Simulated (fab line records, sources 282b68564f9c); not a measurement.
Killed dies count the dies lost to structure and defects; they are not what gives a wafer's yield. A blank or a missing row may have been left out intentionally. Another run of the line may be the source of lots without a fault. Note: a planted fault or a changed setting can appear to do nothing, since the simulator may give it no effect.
Which tool is to blame? | flow rit_cmos | 14 lots, 42 wafers sampled, at 5 steps of a route of 202

## WHAT EACH GAUGE READ, for each wafer
RIT_GATE_OVL_MEAS_17.
lot  | measured    | on         | GATE_OVL (nm)
L386 | day 2 12:15 | overlay-02 | 1.8 2.0 1.7
L387 | day 2 17:19 | overlay-01 | 0.8 0.8 0.6
L388 | day 2 23:31 | overlay-02 | 3.2 2.2 2.5
L391 | day 3 14:13 | overlay-02 | 2.0 1.2 0.6
L393 | day 3 23:49 | overlay-01 | 1.1 2.8 1.8
L394 | day 4 05:46 | overlay-01 | 1.3 0.9 1.3
L395 | day 4 10:13 | overlay-02 | 0.8 0.3 1.6
L396 | day 4 14:27 | overlay-01 | 0.6 -0.5 -0.4
L397 | day 4 19:19 | overlay-01 | 2.1 2.8 2.5
L398 | day 5 01:16 | overlay-02 | 0.7 0.7 1.0
L400 | day 5 11:54 | overlay-01 | -0.6 -1.4 0.6
L406 | day 6 22:38 | overlay-02 | -2.0 -2.7 -1.1
L407 | day 7 01:41 | overlay-02 | 0.5 0.0 0.9
L408 | day 7 04:07 | overlay-01 | 0.6 -0.4 0.7

RIT_CONTACT_CD_MEAS_08 targets a cd of 1000 nm.
lot  | measured    | on        | cd_nm (nm)
L386 | day 3 02:53 | cd_sem-01 | 999.8 1001.2 1000.6
L387 | day 3 07:58 | cd_sem-01 | 998.5 998.6 1002.0
L388 | day 3 14:23 | cd_sem-02 | 1000.7 1001.3 1002.1
L391 | day 4 05:43 | cd_sem-02 | 995.4 997.8 997.7
L393 | day 4 15:17 | cd_sem-02 | 1002.8 1002.2 1003.7
L394 | day 4 20:28 | cd_sem-02 | 1003.7 999.2 1002.8
L395 | day 5 01:08 | cd_sem-01 | 997.5 997.1 996.7
L396 | day 5 05:37 | cd_sem-02 | 1002.5 1003.2 1002.3
L397 | day 5 10:22 | cd_sem-01 | 998.3 998.9 997.7
L398 | day 5 16:25 | cd_sem-01 | 1008.0 1009.7 1007.5
L400 | day 6 02:55 | cd_sem-01 | 1010.0 1007.0 1011.1
L406 | day 7 13:52 | cd_sem-01 | 998.1 997.5 1001.5
L407 | day 7 16:15 | cd_sem-01 | 998.8 1000.5 999.3
L408 | day 7 18:58 | cd_sem-02 | 996.7 999.3 997.9

## WHICH TOOL RAN EACH LOT (tool, then ch and the chambers of the sampled wafers, then the start)
lot  | RIT_ACTIVE_STRIP_14                 | RIT_SILICIDE_SPUTTER_01     | RIT_CONTACT_COAT_03
L386 | plasma_asher-01 ch 1, day 1 14:52   | pvd_sputter-02, day 3 01:17 | litho_track-04 ch 0, day 3 02:04
L387 | plasma_asher-02 ch 0,1, day 1 19:54 | pvd_sputter-03, day 3 06:20 | litho_track-01 ch 0, day 3 07:10
L388 | plasma_asher-01 ch 0,1, day 2 01:43 | pvd_sputter-02, day 3 12:48 | litho_track-01 ch 0, day 3 13:34
L391 | plasma_asher-04 ch 0,1, day 2 15:54 | pvd_sputter-02, day 4 04:06 | litho_track-01 ch 0, day 4 04:55
L393 | plasma_asher-04 ch 0,1, day 3 02:05 | pvd_sputter-03, day 4 13:40 | litho_track-04 ch 0, day 4 14:29
L394 | plasma_asher-01 ch 0,1, day 3 06:58 | pvd_sputter-02, day 4 18:49 | litho_track-01 ch 0, day 4 19:40
L395 | plasma_asher-02 ch 0,1, day 3 12:04 | pvd_sputter-02, day 4 23:25 | litho_track-04 ch 0, day 5 00:11
L396 | plasma_asher-01 ch 0,1, day 3 17:43 | pvd_sputter-03, day 5 03:58 | litho_track-03 ch 0, day 5 04:46
L397 | plasma_asher-02 ch 0,1, day 3 21:50 | pvd_sputter-02, day 5 08:45 | litho_track-03 ch 0, day 5 09:31
L398 | plasma_asher-04 ch 1, day 4 03:33   | pvd_sputter-03, day 5 14:41 | litho_track-03 ch 0, day 5 15:29
L400 | plasma_asher-02 ch 0,1, day 4 12:58 | pvd_sputter-03, day 6 01:13 | litho_track-03 ch 0, day 6 01:59
L406 | plasma_asher-04 ch 0,1, day 5 20:48 | pvd_sputter-01, day 7 12:07 | litho_track-01 ch 0, day 7 12:56
L407 | plasma_asher-02 ch 0,1, day 5 23:59 | pvd_sputter-02, day 7 14:29 | litho_track-01 ch 0, day 7 15:17
L408 | plasma_asher-02 ch 0,1, day 6 04:58 | pvd_sputter-03, day 7 17:16 | litho_track-04 ch 0, day 7 18:02
- RIT_ACTIVE_STRIP_14: strips in O2, time 180 s.
- RIT_SILICIDE_SPUTTER_01: material Ti, target thk 30 nm, time 240 s.
- RIT_CONTACT_COAT_03: resist thk 1000 nm.

## AS READ BY THE TOOLS THEMSELVES (means over the sampled wafers that have a number; for cases with no such wafer, the mark the record gives instead)
RIT_ACTIVE_STRIP_14.
lot  | tool            | drypump_motor_current_A (A)
L386 | plasma_asher-01 | 5.24
L387 | plasma_asher-02 | 5.20
L388 | plasma_asher-01 | 5.34
L391 | plasma_asher-04 | 5.38
L393 | plasma_asher-04 | 5.32
L394 | plasma_asher-01 | 5.32
L395 | plasma_asher-02 | 5.21
L396 | plasma_asher-01 | 5.33
L397 | plasma_asher-02 | 5.20
L398 | plasma_asher-04 | 5.28
L400 | plasma_asher-02 | 5.43
L406 | plasma_asher-04 | 5.36
L407 | plasma_asher-02 | 5.21
L408 | plasma_asher-02 | 5.44

RIT_SILICIDE_SPUTTER_01.
lot  | tool           | throttle_valve_pct (%)
L386 | pvd_sputter-02 | 29.2
L387 | pvd_sputter-03 | 30.7
L388 | pvd_sputter-02 | 29.3
L391 | pvd_sputter-02 | 29.3
L393 | pvd_sputter-03 | 30.1
L394 | pvd_sputter-02 | 29.1
L395 | pvd_sputter-02 | 29.1
L396 | pvd_sputter-03 | 30.8
L397 | pvd_sputter-02 | 29.3
L398 | pvd_sputter-03 | 29.5
L400 | pvd_sputter-03 | 29.4
L406 | pvd_sputter-01 | 29.9
L407 | pvd_sputter-02 | 29.0
L408 | pvd_sputter-03 | 30.0

## THE ANSWER, worked out from the rows above alone
Rule: the lots themselves supply what counts as usual. Put in order of their means at a reading, lots are off if they are a third of the lots or fewer, leave a main group of 4 or more, and stand apart from it by a gap of 3 or more times the standard deviation of the main group's means; of several such gaps the widest counts. A main group is skipped when, at the precision printed for the reading in the tables above, its means are all equal. Also off: a lot with no number at a reading for which 4 or more lots have one. Any other lot the step has rows for is counted as sound. Order of review: gauges by route order, followed by the tools' own readings, for which a lot's mean as printed above is used. The first step at which some lot is off is used, and at that step the reading that is off furthest; a lot without a number counts as furthest.
Nothing can be told from this: no lot is off at any reading shown.

## WHAT THE SIMULATOR PUT IN
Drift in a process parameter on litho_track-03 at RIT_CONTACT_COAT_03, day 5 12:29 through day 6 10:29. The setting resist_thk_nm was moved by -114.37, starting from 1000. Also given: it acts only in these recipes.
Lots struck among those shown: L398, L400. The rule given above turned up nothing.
